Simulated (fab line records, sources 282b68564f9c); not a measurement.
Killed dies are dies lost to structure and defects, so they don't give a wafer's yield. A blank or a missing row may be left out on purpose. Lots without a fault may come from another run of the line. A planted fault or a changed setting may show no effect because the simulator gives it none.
Which tool did it? | flow rit_cmos | 15 lots, 45 wafers sampled, at 5 steps of a route of 202

WHAT THE GAUGES READ, wafer by wafer
RIT_REOX_THK_MEAS_04.
lot  | measured    | on            | REOX_OXIDE_THK (nm)
L931 | day 3 09:02 | film_metro-02 | 25.5 25.6 25.5
L936 | day 4 08:38 | film_metro-02 | 25.2 25.0 24.6
L939 | day 4 21:14 | film_metro-01 | 25.5 25.5 25.4
L940 | day 5 03:36 | film_metro-04 | 25.1 25.1 25.2
L941 | day 5 06:10 | film_metro-02 | 24.9 24.6 25.1
L942 | day 5 12:34 | film_metro-01 | 25.5 25.7 26.1
L943 | day 5 19:04 | film_metro-01 | 25.6 25.5 25.7
L944 | day 5 23:04 | film_metro-04 | 25.6 25.6 25.0
L945 | day 6 00:56 | film_metro-04 | 25.7 25.4 25.6
L947 | day 6 14:47 | film_metro-02 | 25.6 25.1 25.0
L948 | day 6 20:14 | film_metro-04 | 24.9 25.2 24.8
L949 | day 7 01:29 | film_metro-01 | 24.5 24.5 24.3
L950 | day 7 04:02 | film_metro-01 | 24.8 25.0 25.1
L951 | day 7 08:06 | film_metro-01 | 25.3 25.5 25.6
L952 | day 7 18:32 | film_metro-04 | 25.8 25.3 25.4

RIT_SDANNEAL_RS_MEAS_05: measures by four-point-probe.
lot  | measured    | on            | NSD_RS (ohm/sq)
L931 | day 3 18:38 | film_metro-03 | 84.70 84.87 84.41
L936 | day 4 18:26 | film_metro-01 | 84.39 84.86 84.51
L939 | day 5 06:26 | film_metro-01 | 84.94 85.11 84.98
L940 | day 5 12:47 | film_metro-02 | 84.31 84.22 84.22
L941 | day 5 15:15 | film_metro-02 | 84.54 84.47 84.28
L942 | day 5 21:58 | film_metro-03 | 84.74 84.70 84.57
L943 | day 6 04:14 | film_metro-02 | 84.52 84.71 84.35
L944 | day 6 08:22 | film_metro-01 | 84.25 84.26 84.31
L945 | day 6 10:36 | film_metro-01 | 84.61 84.75 85.09
L947 | day 7 00:11 | film_metro-03 | 84.66 84.51 84.75
L948 | day 7 05:08 | film_metro-03 | 84.63 84.71 84.54
L949 | day 7 11:07 | film_metro-03 | 84.48 84.25 84.19
L950 | day 7 13:20 | film_metro-01 | 84.77 84.73 84.83
L951 | day 7 17:02 | film_metro-02 | 84.22 84.36 84.31
L952 | day 8 03:46 | film_metro-03 | 84.41 84.19 84.46

RIT_CONTACT_CD_MEAS_08: target cd 1000 nm.
lot  | measured    | on        | cd_nm (nm)
L931 | day 3 20:39 | cd_sem-01 | 998.6 998.3 999.6
L936 | day 4 20:23 | cd_sem-01 | 998.1 996.5 999.0
L939 | day 5 08:31 | cd_sem-02 | - - -
L940 | day 5 14:53 | cd_sem-01 | - - -
L941 | day 5 17:30 | cd_sem-01 | - - -
L942 | day 6 00:06 | cd_sem-02 | 999.5 999.0 999.0
L943 | day 6 06:11 | cd_sem-01 | 998.6 998.2 999.9
L944 | day 6 10:32 | cd_sem-01 | 1000.2 1000.5 999.0
L945 | day 6 12:33 | cd_sem-01 | 1001.8 1001.6 999.1
L947 | day 7 02:16 | cd_sem-01 | 996.6 996.4 996.6
L948 | day 7 07:05 | cd_sem-02 | 999.8 1001.2 999.4
L949 | day 7 13:05 | cd_sem-01 | 1000.6 1001.0 1002.9
L950 | day 7 15:25 | cd_sem-02 | 1000.2 996.0 999.6
L951 | day 7 19:07 | cd_sem-02 | 1000.1 1002.5 1001.6
L952 | day 8 06:02 | cd_sem-02 | 1001.2 1000.5 1001.4

WHICH TOOL RAN EACH LOT (tool, then ch and the chambers of the sampled wafers, then the start)
lot  | RIT_GATE_STRIP_20                   | RIT_CONTACT_COAT_03
L931 | plasma_asher-04 ch 0,1, day 3 05:49 | litho_track-01 ch 0, day 3 19:50
L936 | plasma_asher-04 ch 0,1, day 4 05:19 | litho_track-04 ch 0, day 4 19:35
L939 | plasma_asher-01 ch 0,1, day 4 17:26 | litho_track-03, day 5 07:35
L940 | plasma_asher-04 ch 0,1, day 4 23:59 | litho_track-04, day 5 13:56
L941 | plasma_asher-01 ch 0,1, day 5 01:52 | litho_track-01, day 5 16:34
L942 | plasma_asher-01 ch 0,1, day 5 07:20 | litho_track-03 ch 0, day 5 23:10
L943 | plasma_asher-02 ch 0,1, day 5 15:48 | litho_track-03 ch 0, day 6 05:23
L944 | plasma_asher-04 ch 0,1, day 5 18:34 | litho_track-01 ch 0, day 6 09:36
L945 | plasma_asher-02 ch 0, day 5 21:36   | litho_track-03 ch 0, day 6 11:44
L947 | plasma_asher-04 ch 0,1, day 6 09:47 | litho_track-03 ch 0, day 7 01:19
L948 | plasma_asher-02 ch 0,1, day 6 17:01 | litho_track-03 ch 0, day 7 06:17
L949 | plasma_asher-04 ch 0,1, day 6 20:18 | litho_track-04 ch 0, day 7 12:16
L950 | plasma_asher-02 ch 0,1, day 6 23:44 | litho_track-04 ch 0, day 7 14:29
L951 | plasma_asher-01 ch 0,1, day 7 04:53 | litho_track-03 ch 0, day 7 18:11
L952 | plasma_asher-01 ch 1, day 7 13:36   | litho_track-03 ch 0, day 8 05:05
- RIT_GATE_STRIP_20: strips in O2, time 180 s.
- RIT_CONTACT_COAT_03: resist thk 1000 nm.

WHAT THE TOOLS THEMSELVES READ (means of the sampled wafers that have a number; where no wafer has one, the mark that the record gives instead)
RIT_GATE_STRIP_20.
lot  | tool            | drypump_motor_current_A (A)
L931 | plasma_asher-04 | 5.6
L936 | plasma_asher-04 | 5.8
L939 | plasma_asher-01 | 5.5
L940 | plasma_asher-04 | 5.6
L941 | plasma_asher-01 | 5.1
L942 | plasma_asher-01 | 5.1
L943 | plasma_asher-02 | 5.2
L944 | plasma_asher-04 | 5.8
L945 | plasma_asher-02 | 5.3
L947 | plasma_asher-04 | 5.8
L948 | plasma_asher-02 | 5.2
L949 | plasma_asher-04 | 5.8
L950 | plasma_asher-02 | 5.2
L951 | plasma_asher-01 | 5.1
L952 | plasma_asher-01 | 4.8

RIT_CONTACT_COAT_03.
lot  | tool           | chill_plate_temp_C (C) | dispense_pressure_kPa (kPa)
L931 | litho_track-01 | 22.85                  | 57
L936 | litho_track-04 | 23.06                  | 43
L939 | litho_track-03 | -                      | -
L940 | litho_track-04 | -                      | -
L941 | litho_track-01 | -                      | -
L942 | litho_track-03 | 22.93                  | 50
L943 | litho_track-03 | 22.99                  | 50
L944 | litho_track-01 | 23.06                  | 57
L945 | litho_track-03 | 23.08                  | 50
L947 | litho_track-03 | 22.84                  | 50
L948 | litho_track-03 | 23.10                  | 50
L949 | litho_track-04 | 23.15                  | 43
L950 | litho_track-04 | 23.11                  | 43
L951 | litho_track-03 | 23.03                  | 50
L952 | litho_track-03 | 23.00                  | 50

THE ANSWER, worked out from the rows above alone
Rule: what is usual is taken from the lots themselves. Put in order of their means at a reading, lots are off if they are a third of the lots or fewer, leave a main group of 4 or more, and stand apart from it by a gap of 3 or more times the standard deviation of the main group's means; of several such gaps the widest counts. A main group whose means are all the same, to the digits that the tables above print for the reading, isn't used. A lot without any number at a reading at which 4 lots or more have one is off too. The other lots that the step has rows for count as sound. The gauges are gone through in route order, then the tools' own readings, and for those a lot's mean is taken as printed above. The first step at which some lot is off is used, and at that step the reading that is off furthest; a lot without a number counts as furthest.
Off: L939, L940, L941, at RIT_CONTACT_CD_MEAS_08 (cd_nm). Without a number there: L939, L940, L941. The main group: mean 999.6 nm, standard deviation 1.5.
A tool fits if, at a process step before that reading, it ran every lot that is off, and no sound lot after the first of them. The gauges at RIT_CONTACT_CD_MEAS_08 aren't tried: what is off there is off at RIT_CONTACT_COAT_03 too, on other tools, and a gauge's error can't cause that. None of those tried fits.

WHAT THE SIMULATOR HAD PUT IN
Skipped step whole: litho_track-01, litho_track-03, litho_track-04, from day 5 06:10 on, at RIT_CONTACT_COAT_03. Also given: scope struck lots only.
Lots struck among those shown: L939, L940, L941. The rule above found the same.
